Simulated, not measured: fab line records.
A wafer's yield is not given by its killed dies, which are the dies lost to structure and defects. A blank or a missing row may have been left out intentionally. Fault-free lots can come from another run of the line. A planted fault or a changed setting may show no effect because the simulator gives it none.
fab line records | flow rit_cmos
record lots=14 | wafers=42 | last_day=7
route steps=202 shown FOX2@27 PWELL@47 GATE@83 M1@202
lots that met no fault: taken from a fault-free run of the same line
start_h: the number of hours between the record's first day and the start of the first shown wafer of the lot | wait_h: how many hours have passed since the lot's step before this one | " identical to the entry in the row above | L1.1+2: one row covering several wafers at once | - no value, or no start given | * or withheld: withheld | < > ~ a bound
route shown NAME@n: a module of which the file shows steps, and the number in the route of the first | usual: average and standard deviation across the fault-free wafers | same: alike in all rows | chamber/n: place in a boat | sites: per-site readings | _std_site: the values' standard deviation | _edge_site: outer sites' mean less inner sites' | radius_mm: for every site, how far away it sits from the centre of the wafer | mask NAME#n: copy n | behind: tool/chamber where the wafer was last shaped | hold: reason for holding the lot/hours on hold/outcome of the hold | device: whichever transistor did not switch (one of n, p or np) | end of line: the route-end tests of the same wafers | where a step has no rows: the recipe by itself | killed: at the first sort, the dies lost to defects and structure; wafer yield is something else | map: the dies of a wafer, with x for killed, . for not killed, _ for no die there
set.NAME: the setting as run; set.NAME@STEP: as run at that earlier step | model.NAME: the simulator's own value behind a step, which no gauge read
steps of the route over a sample of lots; a table a step, a row a wafer
services: when a tool's chamber went out of use (start_h, in hours from the record's first day, below 0 if earlier), for how many hours, and the reason
## steps
# step RIT_FOX2_THK_MEAS_90
# recipe reads=SiO2_of_FOX2_OXIDATION_00
# usual FIELD_OXIDE_LEFT_1_THK=323/5.9
lot.wafer | tool          | chamber | start_h | wait_h | FIELD_OXIDE_LEFT_1_THK[nm]
L963.2    | film_metro-02 | -       | 20.34   | 0.0    | 327
L963.3    | "             | -       | "       | "      | 328
L963.6    | "             | -       | "       | "      | 325
L964.3    | film_metro-03 | -       | 25.14   | 0.1    | 334
L964.4    | "             | -       | "       | "      | 335
L964.6    | "             | -       | "       | "      | 335
L965.2    | film_metro-04 | -       | 29.26   | 0.0    | 329
L965.3    | "             | -       | "       | "      | 326
L965.6    | "             | -       | "       | "      | 327
L966.1    | film_metro-02 | -       | 34.97   | 0.0    | 331
L966.3    | "             | -       | "       | "      | 331
L966.6    | "             | -       | "       | "      | 323
L967.3    | film_metro-02 | -       | 39.21   | 0.0    | 326
L967.4    | "             | -       | "       | "      | 329
L967.5    | "             | -       | "       | "      | 326
L970.1    | film_metro-04 | -       | 54.34   | 0.0    | 322
L970.2    | "             | -       | "       | "      | 322
L970.5    | "             | -       | "       | "      | 319
L972.2    | film_metro-04 | -       | 66.06   | 0.0    | 314
L972.5    | "             | -       | "       | "      | 315
L972.6    | "             | -       | "       | "      | 319
L973.3    | film_metro-03 | -       | 69.51   | 0.0    | 325
L973.4    | "             | -       | "       | "      | 319
L973.6    | "             | -       | "       | "      | 319
L974.1    | film_metro-02 | -       | 75.75   | 0.0    | 314
L974.4    | "             | -       | "       | "      | 315
L974.6    | "             | -       | "       | "      | 315
L978.2    | film_metro-04 | -       | 94.32   | 0.0    | 316
L978.3    | "             | -       | "       | "      | 319
L978.5    | "             | -       | "       | "      | 323
L982.1    | film_metro-04 | -       | 116.05  | 0.0    | 307
L982.3    | "             | -       | "       | "      | 310
L982.6    | "             | -       | "       | "      | 313
L983.4    | film_metro-04 | -       | 119.46  | 0.0    | 327
L983.5    | "             | -       | "       | "      | 331
L983.6    | "             | -       | "       | "      | 327
L984.1    | film_metro-03 | -       | 129.99  | 0.0    | 320
L984.2    | "             | -       | "       | "      | 323
L984.5    | "             | -       | "       | "      | 322
L986.1    | film_metro-03 | -       | 137.49  | 0.0    | 322
L986.2    | "             | -       | "       | "      | 323
L986.6    | "             | -       | "       | "      | 322
# step RIT_PWELL_IMPLANT_08
# recipe species=B | energy_kev=170 | dose_cm2=7e+13 | tilt_deg=7
# usual dose_ions_cm2=7.001e+13/8.3e+10 | end_station_pressure_torr=5.18e-06/2.9e-07 | faraday_current_uA=221/3.9
lot.wafer | tool         | chamber | start_h | wait_h | dose_ions_cm2 | end_station_pressure_torr | faraday_current_uA
L963.2    | implanter-03 | 0       | 23.13   | 0.2    | 7.005e+13     | 5.33e-06                  | 222
L963.3    | "            | 0       | "       | "      | 7.024e+13     | 4.93e-06                  | 228
L963.6    | "            | 0       | "       | "      | 7.025e+13     | 5.02e-06                  | 226
L964.3    | implanter-01 | 0       | 28.07   | 0.2    | 7.002e+13     | 4.9e-06                   | 223
L964.4    | "            | 0       | "       | "      | 6.995e+13     | 5.47e-06                  | 222
L964.6    | "            | 0       | "       | "      | 7.003e+13     | 4.55e-06                  | 216
L965.2    | implanter-03 | 0       | 32.43   | 0.2    | 6.987e+13     | 4.83e-06                  | 210
L965.3    | "            | 0       | "       | "      | 6.998e+13     | 5.16e-06                  | 220
L965.6    | "            | 0       | "       | "      | 6.995e+13     | 5.41e-06                  | 219
L966.1    | implanter-01 | 0       | 37.78   | 0.2    | 7.008e+13     | 5.21e-06                  | 235
L966.3    | "            | 0       | "       | "      | 6.998e+13     | 4.89e-06                  | 221
L966.6    | "            | 0       | "       | "      | 7.004e+13     | 5.38e-06                  | 218
L967.3    | implanter-01 | 0       | 42.28   | 0.2    | 6.99e+13      | 5.16e-06                  | 219
L967.4    | "            | 0       | "       | "      | 6.993e+13     | 5.05e-06                  | 220
L967.5    | "            | 0       | "       | "      | 6.991e+13     | 4.89e-06                  | 221
L970.1    | implanter-04 | 0       | 57.24   | 0.2    | 6.997e+13     | 4.51e-06                  | 221
L970.2    | "            | 0       | "       | "      | 6.988e+13     | 5.29e-06                  | 223
L970.5    | "            | 0       | "       | "      | 7e+13         | 5.12e-06                  | 219
L972.2    | implanter-04 | 0       | 69.11   | 0.2    | 6.989e+13     | 4.96e-06                  | 218
L972.5    | "            | 0       | "       | "      | 7.003e+13     | 4.83e-06                  | 218
L972.6    | "            | 0       | "       | "      | 6.997e+13     | 4.8e-06                   | 216
L973.3    | implanter-04 | 0       | 72.31   | 0.2    | 1.1197e+14    | 5.64e-06                  | 354
L973.4    | "            | 0       | "       | "      | 1.1194e+14    | 5.7e-06                   | 344
L973.6    | "            | 0       | "       | "      | 1.1196e+14    | 5.11e-06                  | 347
L974.1    | implanter-04 | 0       | 78.53   | 0.2    | 1.1201e+14    | 5.85e-06                  | 356
L974.4    | "            | 0       | "       | "      | 1.12e+14      | 5.12e-06                  | 341
L974.6    | "            | 0       | "       | "      | 1.119e+14     | 5.45e-06                  | 361
L978.2    | implanter-03 | 0       | 97.54   | 0.2    | 6.996e+13     | 5.07e-06                  | 217
L978.3    | "            | 0       | "       | "      | 6.992e+13     | 5.18e-06                  | 222
L978.5    | "            | 0       | "       | "      | 7.002e+13     | 5.77e-06                  | 219
L982.1    | implanter-03 | 0       | 118.95  | 0.2    | 7.01e+13      | 5.46e-06                  | 219
L982.3    | "            | 0       | "       | "      | 7.02e+13      | 5.22e-06                  | 225
L982.6    | "            | 0       | "       | "      | 7.024e+13     | 5.52e-06                  | 217
L983.4    | implanter-01 | 0       | 122.56  | 0.2    | 6.994e+13     | 4.89e-06                  | 222
L983.5    | "            | 0       | "       | "      | 6.994e+13     | 4.63e-06                  | 216
L983.6    | "            | 0       | "       | "      | 7.004e+13     | 5.33e-06                  | 225
L984.1    | implanter-03 | 0       | 132.89  | 0.2    | 7.003e+13     | 5.49e-06                  | 214
L984.2    | "            | 0       | "       | "      | 7.006e+13     | 5.09e-06                  | 223
L984.5    | "            | 0       | "       | "      | 6.995e+13     | 5.41e-06                  | 225
L986.1    | implanter-01 | 0       | 140.39  | 0.2    | 6.995e+13     | 5.7e-06                   | 222
L986.2    | "            | 0       | "       | "      | 7.007e+13     | 5.01e-06                  | 228
L986.6    | "            | 0       | "       | "      | 6.998e+13     | 5.2e-06                   | 221
# step RIT_PWELL_TW_MEAS_10
# usual PWELL_TW=956/8.3
lot.wafer | tool          | chamber | start_h | wait_h | PWELL_TW
L963.2    | film_metro-03 | -       | 23.44   | 0.1    | 954
L963.3    | "             | -       | "       | "      | 955
L963.6    | "             | -       | "       | "      | 955
L964.3    | film_metro-01 | -       | 28.36   | 0.1    | 963
L964.4    | "             | -       | "       | "      | 969
L964.6    | "             | -       | "       | "      | 965
L965.2    | film_metro-03 | -       | 32.74   | 0.1    | 948
L965.3    | "             | -       | "       | "      | 949
L965.6    | "             | -       | "       | "      | 944
L966.1    | film_metro-01 | -       | 38.10   | 0.1    | 966
L966.3    | "             | -       | "       | "      | 966
L966.6    | "             | -       | "       | "      | 967
L967.3    | film_metro-02 | -       | 42.58   | 0.1    | 953
L967.4    | "             | -       | "       | "      | 951
L967.5    | "             | -       | "       | "      | 949
L970.1    | film_metro-02 | -       | 57.56   | 0.1    | 951
L970.2    | "             | -       | "       | "      | 943
L970.5    | "             | -       | "       | "      | 945
L972.2    | film_metro-01 | -       | 69.42   | 0.1    | 959
L972.5    | "             | -       | "       | "      | 963
L972.6    | "             | -       | "       | "      | 959
L973.3    | film_metro-01 | -       | 72.61   | 0.1    | 1118
L973.4    | "             | -       | "       | "      | 1117
L973.6    | "             | -       | "       | "      | 1122
L974.1    | film_metro-01 | -       | 78.85   | 0.1    | 1123
L974.4    | "             | -       | "       | "      | 1120
L974.6    | "             | -       | "       | "      | 1121
L978.2    | film_metro-01 | -       | 97.85   | 0.1    | 959
L978.3    | "             | -       | "       | "      | 960
L978.5    | "             | -       | "       | "      | 959
L982.1    | film_metro-02 | -       | 119.27  | 0.1    | 944
L982.3    | "             | -       | "       | "      | 942
L982.6    | "             | -       | "       | "      | 946
L983.4    | film_metro-01 | -       | 122.84  | 0.1    | 962
L983.5    | "             | -       | "       | "      | 963
L983.6    | "             | -       | "       | "      | 961
L984.1    | film_metro-03 | -       | 133.21  | 0.1    | 948
L984.2    | "             | -       | "       | "      | 948
L984.5    | "             | -       | "       | "      | 948
L986.1    | film_metro-01 | -       | 140.72  | 0.1    | 961
L986.2    | "             | -       | "       | "      | 962
L986.6    | "             | -       | "       | "      | 963
# step RIT_WELLDRIVE_RS_MEAS_02
# recipe thk_meas_gauge=four-point-probe
# usual PWELL_RS=429.5/1.2
lot.wafer | tool          | chamber | start_h | wait_h | PWELL_RS[ohm/sq]
L963.2    | film_metro-03 | -       | 29.24   | 0.1    | 429.4
L963.3    | "             | -       | "       | "      | 429.4
L963.6    | "             | -       | "       | "      | 429.0
L964.3    | film_metro-03 | -       | 33.65   | 0.1    | 429.1
L964.4    | "             | -       | "       | "      | 428.7
L964.6    | "             | -       | "       | "      | 429.3
L965.2    | film_metro-03 | -       | 38.01   | 0.1    | 428.3
L965.3    | "             | -       | "       | "      | 429.9
L965.6    | "             | -       | "       | "      | 430.5
L966.1    | film_metro-01 | -       | 43.51   | 0.1    | 427.9
L966.3    | "             | -       | "       | "      | 428.7
L966.6    | "             | -       | "       | "      | 427.7
L967.3    | film_metro-03 | -       | 48.64   | 0.1    | 430.2
L967.4    | "             | -       | "       | "      | 430.1
L967.5    | "             | -       | "       | "      | 429.4
L970.1    | film_metro-01 | -       | 62.83   | 0.1    | 431.1
L970.2    | "             | -       | "       | "      | 432.3
L970.5    | "             | -       | "       | "      | 430.0
L972.2    | film_metro-01 | -       | 74.69   | 0.1    | 427.3
L972.5    | "             | -       | "       | "      | 427.6
L972.6    | "             | -       | "       | "      | 427.8
L973.3    | film_metro-01 | -       | 77.89   | 0.1    | 321.0
L973.4    | "             | -       | "       | "      | 321.4
L973.6    | "             | -       | "       | "      | 321.6
L974.1    | film_metro-01 | -       | 84.11   | 0.1    | 320.8
L974.4    | "             | -       | "       | "      | 320.5
L974.6    | "             | -       | "       | "      | 320.0
L978.2    | film_metro-02 | -       | 103.13  | 0.1    | 430.2
L978.3    | "             | -       | "       | "      | 430.5
L978.5    | "             | -       | "       | "      | 432.1
L982.1    | film_metro-03 | -       | 124.54  | 0.1    | 430.2
L982.3    | "             | -       | "       | "      | 430.6
L982.6    | "             | -       | "       | "      | 429.8
L983.4    | film_metro-03 | -       | 128.42  | 0.1    | 429.1
L983.5    | "             | -       | "       | "      | 428.4
L983.6    | "             | -       | "       | "      | 430.7
L984.1    | film_metro-03 | -       | 138.48  | 0.1    | 430.0
L984.2    | "             | -       | "       | "      | 431.0
L984.5    | "             | -       | "       | "      | 431.5
L986.1    | film_metro-02 | -       | 145.98  | 0.1    | 428.9
L986.2    | "             | -       | "       | "      | 427.9
L986.6    | "             | -       | "       | "      | 428.8
# step RIT_GATE_THK_MEAS_07
# recipe reads=SiO2_of_GATE_OXIDATION_05
# usual GATE_OXIDE_THK=3.00/0.062
lot.wafer | tool          | chamber | start_h | wait_h | GATE_OXIDE_THK[nm]
L963.2    | film_metro-03 | -       | 34.38   | 0.0    | 3.05
L963.3    | "             | -       | "       | "      | 3.05
L963.6    | "             | -       | "       | "      | 3.01
L964.3    | film_metro-03 | -       | 38.77   | 0.0    | 2.89
L964.4    | "             | -       | "       | "      | 2.95
L964.6    | "             | -       | "       | "      | 2.84
L965.2    | film_metro-04 | -       | 43.41   | 0.0    | 3.05
L965.3    | "             | -       | "       | "      | 3.05
L965.6    | "             | -       | "       | "      | 3.01
L966.1    | film_metro-02 | -       | 48.73   | 0.0    | 2.97
L966.3    | "             | -       | "       | "      | 3.03
L966.6    | "             | -       | "       | "      | 2.98
L967.3    | film_metro-02 | -       | 56.51   | 0.0    | 3.07
L967.4    | "             | -       | "       | "      | 2.98
L967.5    | "             | -       | "       | "      | 2.97
L970.1    | film_metro-04 | -       | 69.93   | 0.0    | 3.00
L970.2    | "             | -       | "       | "      | 2.85
L970.5    | "             | -       | "       | "      | 3.02
L972.2    | film_metro-02 | -       | 79.83   | 0.0    | 2.98
L972.5    | "             | -       | "       | "      | 3.02
L972.6    | "             | -       | "       | "      | 2.99
L973.3    | film_metro-04 | -       | 83.40   | 0.0    | 2.92
L973.4    | "             | -       | "       | "      | 3.01
L973.6    | "             | -       | "       | "      | 3.05
L974.1    | film_metro-02 | -       | 89.64   | 0.0    | 3.01
L974.4    | "             | -       | "       | "      | 2.97
L974.6    | "             | -       | "       | "      | 2.98
L978.2    | film_metro-02 | -       | 109.31  | 0.0    | 3.01
L978.3    | "             | -       | "       | "      | 2.93
L978.5    | "             | -       | "       | "      | 3.00
L982.1    | film_metro-04 | -       | 130.80  | 0.0    | 2.97
L982.3    | "             | -       | "       | "      | 3.00
L982.6    | "             | -       | "       | "      | 2.98
L983.4    | film_metro-02 | -       | 133.58  | 0.0    | 2.85
L983.5    | "             | -       | "       | "      | 2.96
L983.6    | "             | -       | "       | "      | 2.96
L984.1    | film_metro-04 | -       | 143.66  | 0.0    | 3.00
L984.2    | "             | -       | "       | "      | 2.99
L984.5    | "             | -       | "       | "      | 2.95
L986.1    | film_metro-04 | -       | 151.47  | 0.0    | 3.00
L986.2    | "             | -       | "       | "      | 3.02
L986.6    | "             | -       | "       | "      | 3.03
# step RIT_GATE_THK_MEAS_09
# recipe reads=poly-Si_of_GATE_CVD_08
# usual GATE_POLY_THK=241.9/2.2
lot.wafer | tool          | chamber | start_h | wait_h | GATE_POLY_THK[nm]
L963.2    | film_metro-02 | -       | 36.06   | 0.0    | 245.2
L963.3    | "             | -       | "       | "      | 241.3
L963.6    | "             | -       | "       | "      | 242.6
L964.3    | film_metro-03 | -       | 40.45   | 0.0    | 245.7
L964.4    | "             | -       | "       | "      | 244.7
L964.6    | "             | -       | "       | "      | 247.4
L965.2    | film_metro-04 | -       | 45.09   | 0.0    | 240.1
L965.3    | "             | -       | "       | "      | 240.2
L965.6    | "             | -       | "       | "      | 241.9
L966.1    | film_metro-03 | -       | 50.41   | 0.0    | 240.6
L966.3    | "             | -       | "       | "      | 239.9
L966.6    | "             | -       | "       | "      | 240.4
L967.3    | film_metro-04 | -       | 58.18   | 0.0    | 241.7
L967.4    | "             | -       | "       | "      | 240.1
L967.5    | "             | -       | "       | "      | 241.4
L970.1    | film_metro-03 | -       | 72.63   | 0.0    | 243.2
L970.2    | "             | -       | "       | "      | 240.8
L970.5    | "             | -       | "       | "      | 242.3
L972.2    | film_metro-04 | -       | 81.50   | 0.0    | 242.9
L972.5    | "             | -       | "       | "      | 239.7
L972.6    | "             | -       | "       | "      | 242.1
L973.3    | film_metro-02 | -       | 85.17   | 0.0    | 242.9
L973.4    | "             | -       | "       | "      | 241.4
L973.6    | "             | -       | "       | "      | 243.0
L974.1    | film_metro-02 | -       | 92.12   | 0.0    | 245.2
L974.4    | "             | -       | "       | "      | 245.3
L974.6    | "             | -       | "       | "      | 246.6
L978.2    | film_metro-02 | -       | 110.98  | 0.0    | 242.7
L978.3    | "             | -       | "       | "      | 240.6
L978.5    | "             | -       | "       | "      | 243.2
L982.1    | film_metro-02 | -       | 132.48  | 0.0    | 243.2
L982.3    | "             | -       | "       | "      | 242.0
L982.6    | "             | -       | "       | "      | 243.6
L983.4    | film_metro-03 | -       | 136.04  | 0.1    | 241.2
L983.5    | "             | -       | "       | "      | 242.3
L983.6    | "             | -       | "       | "      | 241.9
L984.1    | film_metro-02 | -       | 146.66  | 0.0    | 239.3
L984.2    | "             | -       | "       | "      | 240.4
L984.5    | "             | -       | "       | "      | 239.3
L986.1    | film_metro-03 | -       | 153.14  | 0.0    | 240.9
L986.2    | "             | -       | "       | "      | 240.3
L986.6    | "             | -       | "       | "      | 239.3
# step RIT_M1_PROBE_99
# usual killed_at_contacts=0.1/0.34 | killed_at_front_end=7/3 | killed_dies=7/3.1 | killed_open=3.4/1.9 | killed_short=3.4/2.1
# same gross_dies=264 | killed_at_M0_to_M3=0 | killed_at_M4_up=0 | killed_at_back_side=0 | killed_at_other=0
lot.wafer | tool      | chamber | start_h | wait_h | killed_at_contacts | killed_at_front_end | killed_dies | killed_open | killed_short
L983.4    | prober-01 | -       | 158.98  | 0.2    | 0                  | 5                   | 5           | 5           | 0
L983.5    | prober-01 | -       | 159.03  | 0.2    | 0                  | 4                   | 4           | 3           | 1
L983.6    | prober-01 | -       | 159.08  | 0.2    | 0                  | 5                   | 5           | 4           | 1
L984.1    | prober-02 | -       | 168.29  | 0.1    | 1                  | 9                   | 10          | 6           | 4
L984.2    | prober-02 | -       | 168.34  | 0.1    | 0                  | 2                   | 2           | 1           | 1
L984.5    | prober-02 | -       | 168.49  | 0.2    | 0                  | 6                   | 6           | 2           | 4
L986.1    | prober-02 | -       | 175.78  | 0.1    | 0                  | 6                   | 6           | 1           | 4
L986.2    | prober-02 | -       | 175.83  | 0.1    | 0                  | 4                   | 4           | 0           | 4
L986.6    | prober-02 | -       | 176.03  | 0.2    | 0                  | 8                   | 8           | 3           | 4
# killed by level:class
L983.4 GATE:geometric_particle:open=3 FOX2:geometric_particle:open=1 REOX:geometric_particle:open=1
L983.5 GATE:geometric_particle:open=2 FOX1:geometric_particle:open=1 GATE:geometric_particle:short=1
L983.6 GATE:geometric_particle:open=3 SPACER:geometric_particle:open=1 SILICIDE:geometric_particle:short=1
L984.1 SPACER:geometric_particle:open=2 FOX1:geometric_particle:open=1 FOX2:geometric_particle:short=1 GATE:geometric_particle:open=1 GATE:geometric_particle:short=1 SPACER:geometric_particle:short=1 SILICIDE:geometric_particle:short=1 SILICIDE:geometric_particle:open=1
L984.2 SPACER:geometric_particle:short=1 SILICIDE:geometric_particle:open=1
L984.5 SPACER:geometric_particle:short=2 SPACER:geometric_particle:open=2 GATE:geometric_particle:short=1 SILICIDE:geometric_particle:short=1
L986.1 FOX1:geometric_particle:short=2 GATE:geometric_particle:short=1 GATE:geometric_particle:open=1 SPACER:geometric_particle:short=1 PSD:coat_microbubble_printed=1
L986.2 GATE:geometric_particle:short=2 FOX1:geometric_particle:short=1 SPACER:geometric_particle:short=1
L986.6 FOX1:geometric_particle:short=2 GATE:geometric_particle:open=2 GATE:geometric_particle:short=1 REOX:geometric_particle:open=1 REOX:geometric_particle:short=1 PSD:coat_microbubble_printed=1
## services
tool         | chamber | start_h | hours | kind
implanter-04 | -       | -0.29   | 1.4   | repair
implanter-01 | -       | 13.96   | 4.5   | pm
implanter-04 | -       | 22.55   | 0.8   | repair
implanter-04 | -       | 41.50   | 1.9   | pm
implanter-03 | -       | 45.29   | 3.1   | repair
implanter-01 | -       | 60.34   | 0.6   | repair
implanter-03 | -       | 65.50   | 4.0   | pm
## key
first_sign step=RIT_PWELL_IMPLANT_08 | reading=dose_ions_cm2 | direction=up | sigmas=99+ | usual=7.001e+13 | struck=1.1197e+14
effect step=RIT_PWELL_IMPLANT_08 | reading=faraday_current_uA | direction=up | sigmas=33 | usual=221 | struck=351
effect step=RIT_PWELL_TW_MEAS_10 | reading=PWELL_TW | direction=up | sigmas=20 | usual=956 | struck=1120
effect step=RIT_WELLDRIVE_RS_MEAS_02 | reading=PWELL_RS | direction=down | sigmas=88 | usual=429.5 | struck=320.9
met_at RIT_PWELL_IMPLANT_08
struck_lots L973,L974
tester_left_out L973,L974
not_acting_at RIT_FOX2_THK_MEAS_90,RIT_GATE_THK_MEAS_07,RIT_GATE_THK_MEAS_09
onset_between 69.11 72.31
fault kind=process_parameter_drift | tool=implanter-04 | chamber=- | onset_h=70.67 | steps=RIT_PWELL_IMPLANT_08 | channel=dose_cm2 | offset=4.2e+13 | shape=step | end_h=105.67 | acts_in=these_recipes_only | stated=7e+13
# tester_left_out: of these lots the tester's yield and bins aren't shown, on N5 and GAA mostly nor the transistor test; their killed dies are dies lost to structure and defects alone, not to doping, threshold or leakage, so they don't give the yield
